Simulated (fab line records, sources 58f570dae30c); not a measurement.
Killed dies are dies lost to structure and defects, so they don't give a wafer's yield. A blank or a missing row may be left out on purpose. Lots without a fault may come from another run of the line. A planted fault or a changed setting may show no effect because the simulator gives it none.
Chamber matching | flow berkeley_cmos170 | UCB170_V2_CMP_02 on cmp-01: 4 sister chambers
The step polishes SiO2. 4 wafers are shown with their chamber, then 8 later ones without.

WAFERS WITH THEIR CHAMBER
wafer  | chamber | motor_current_A (A)
L169.6 | 0       | 14.2
L175.1 | 2       | 14.7
L175.3 | 1       | 19.6
L176.2 | 3       | 20.0

WAFERS WITHOUT THEIR CHAMBER
wafer  | motor_current_A (A)
L176.5 | 15.7
L176.6 | 18.0
L181.2 | 13.6
L181.3 | 20.3
L181.6 | 15.6
L183.1 | 19.1
L183.4 | 18.7
L183.5 | 18.6

WHICH CHAMBER EACH WENT THROUGH
wafer  | from the rows above          | in truth
L176.5 | can't be placed: 2 or 0      | 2
L176.6 | can't be placed: 1 or 3 or 2 | 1
L181.2 | can't be placed: 0 or 2      | 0
L181.3 | can't be placed: 3 or 1      | 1
L181.6 | can't be placed: 2 or 0      | 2
L183.1 | can't be placed: 1 or 3      | 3
L183.4 | can't be placed: 1 or 3      | 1
L183.5 | can't be placed: 1 or 3      | 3
Placed correctly: 0 of 8. Can't be placed from these rows: 8 (the true chamber is among the candidates in 8). Placed wrongly: 0.
How it was worked out, from the rows above alone: a wafer's distance from a chamber is the root of the sum, over the readings, of the square of ((its reading less the chamber's mean) divided by the reading's scatter). The wafer belongs to the nearest chamber; if the next one is less than 2 further off, it can't be placed. A chamber's mean is the mean of its shown wafers. The scatter: with one shown wafer a chamber, the root of the mean of the squares of how far each hidden wafer lies from its nearest shown one.
